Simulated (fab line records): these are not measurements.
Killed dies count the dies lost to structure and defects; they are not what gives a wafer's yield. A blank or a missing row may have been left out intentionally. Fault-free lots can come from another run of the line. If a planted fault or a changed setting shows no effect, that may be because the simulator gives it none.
Struck lot and sound lot, side by side	flow ritCmos	34 out of 202 route steps
Sound: the wafers L700.1, L700.3, L700.4. Struck: wafers L693.3, L693.4, L693.5. The cause is named last.
For every step that has rows: the tool of each side, followed by ch and its chambers, followed by its first start. Under that, the readings that differ: sound wafers	struck wafers	difference of the means	sigmas: that difference in standard deviations of wafers without a fault.
alike: readings with means less than 2 such deviations apart, plus words and numbers identical on both sides. not compared: withheld readings, readings lacking a value on some wafer, bounds such as >300 that could conceal the same value, and numbers that have no deviation in the record and whose values overlap.
Wherever a step has rows on one side only, a row that says differs or no value, or a row with sigmas, the two part there. Numbers that don't overlap but have no deviation are shown without sigmas and don't part them. A reading that every wafer of one side lacks parts them only if that side has two wafers or more.

first, 4 steps without rows for these wafers: RIT_ACTIVE_CLEAN_15 (cleans in SC1, time 600 s); RIT_ACTIVE_CLEAN_16 (cleans in dHF, time 30 s); RIT_ACTIVE_CLEAN_17 (cleans in SC2, time 600 s); RIT_FOX1_OXIDATION_00 (target thk 350.7 nm, ox time 1130 s).
RIT_FOX1_THK_MEAS_01:
  sound on filmMetro-02, day 5 08:02; struck on filmMetro-01, day 3 19:20
  alike: FOX1_OXIDE_THK
then, 2 steps without rows for these wafers: RIT_FOX1_WET_ETCH_02 (etches SiO2 in BOE, target depth 350 nm, time 390 s); RIT_FOX2_OXIDATION_00 (target thk 350.7 nm, ox time 1130 s).
RIT_FOX2_THK_MEAS_01:
  sound on filmMetro-04, day 5 09:32; struck on filmMetro-02, day 3 20:50
  alike: FOX2_OXIDE_THK
then, 2 steps without rows for these wafers: RIT_FOX2_CLEAN_02 (cleans in dHF, time 180 s); RIT_FOX2_WET_ETCH_03 (etches Si3N4 in H3PO4, target depth 195 nm, time 2700 s).
RIT_FOX2_THK_MEAS_90:
  sound on filmMetro-04, day 5 10:25; struck on filmMetro-01, day 3 22:28
  alike: FIELD_OXIDE_LEFT_1_THK
then, 1 step without rows for these wafers: RIT_NWELL_HMDS_00 (prime time 60 s).
RIT_NWELL_COAT_01: resist thk 1300 nm.
  sound on lithoTrack-02 ch 0, day 5 10:38; struck on lithoTrack-03 ch 0, day 3 22:42
reading	sound	struck	difference	sigmas
dispensePressureKPa (kPa)	46 46 46	59 59 59	+13	+3
model.NOVOLAK_of_NWELL_COAT_01.thkNm (nm)	1304 1306 1301	260.8 260.6 260.2	-1043.1	
then, 4 steps without rows for these wafers: RIT_NWELL_SOFTBAKE_02 (time 60 s); RIT_NWELL_EXPOSE_03 (exposes mask M2, target cd 43900 nm); RIT_NWELL_PEB_04; RIT_NWELL_DEVELOP_05 (develop time 68 s).
RIT_NWELL_OVL_MEAS_06:
  sound on overlay-01, day 5 11:29; struck on overlay-01, day 3 23:31
  alike: NWELL_OVL
RIT_NWELL_HARDBAKE_07: time 120 s.
  sound on lithoTrack-01 ch 0, day 5 11:31; struck on lithoTrack-01 ch 0, day 3 23:37
reading	sound	struck	difference	sigmas
model.NOVOLAK_of_NWELL_COAT_01.thkNm (nm)	1140 1142 1138	234.9 234.8 234.5	-905.3	
after that, 1 step had no rows for these wafers: RIT_NWELL_IMPLANT_08.
RIT_NWELL_STRIP_09: strips in O2, time 180 s.
  sound on plasmaAsher-03 ch 0,1, day 5 11:55; struck on plasmaAsher-01 ch 0,1, day 4 00:00
reading	sound	struck	difference	sigmas
drypumpMotorCurrentA (A)	6.1 6.0 5.9	5.0 5.5 5.5	-0.7	-2
  not compared: rfHoursCounterH
RIT_NWELL_TW_MEAS_10:
  sound on filmMetro-04, day 5 12:05; struck on filmMetro-04, day 4 00:08
  alike: NWELL_TW
then, 6 steps without rows for these wafers: RIT_PWELL_HMDS_00 (prime time 60 s); RIT_PWELL_COAT_01 (resist thk 1300 nm); RIT_PWELL_SOFTBAKE_02 (time 60 s); RIT_PWELL_EXPOSE_03 (exposes mask M3, target cd 43700 nm); RIT_PWELL_PEB_04; RIT_PWELL_DEVELOP_05 (develop time 68 s).
RIT_PWELL_OVL_MEAS_06:
  sound on overlay-01, day 5 13:10; struck on overlay-02, day 4 01:14
  alike: PWELL_OVL
then, 2 steps without rows for these wafers: RIT_PWELL_HARDBAKE_07 (time 120 s); RIT_PWELL_IMPLANT_08.
RIT_PWELL_STRIP_09: strips in O2, time 180 s.
  sound on plasmaAsher-02 ch 0,1, day 5 13:35; struck on plasmaAsher-03 ch 0,1, day 4 01:43
  alike: drypumpMotorCurrentA
  not compared: rfHoursCounterH
RIT_PWELL_TW_MEAS_10:
  sound on filmMetro-02, day 5 13:46; struck on filmMetro-02, day 4 01:50
reading	sound	struck	difference	sigmas
PWELL_TW	964 965 960	2010 2004 2007	+1044	+99 or more
then, 1 step without rows for these wafers: RIT_WELLDRIVE_ANNEAL_00 (time 14700 s).

== WHERE THEY PART ==
At RIT_NWELL_COAT_01 first; at RIT_PWELL_TW_MEAS_10 last (within this record only).

WHY: what the simulator had put in
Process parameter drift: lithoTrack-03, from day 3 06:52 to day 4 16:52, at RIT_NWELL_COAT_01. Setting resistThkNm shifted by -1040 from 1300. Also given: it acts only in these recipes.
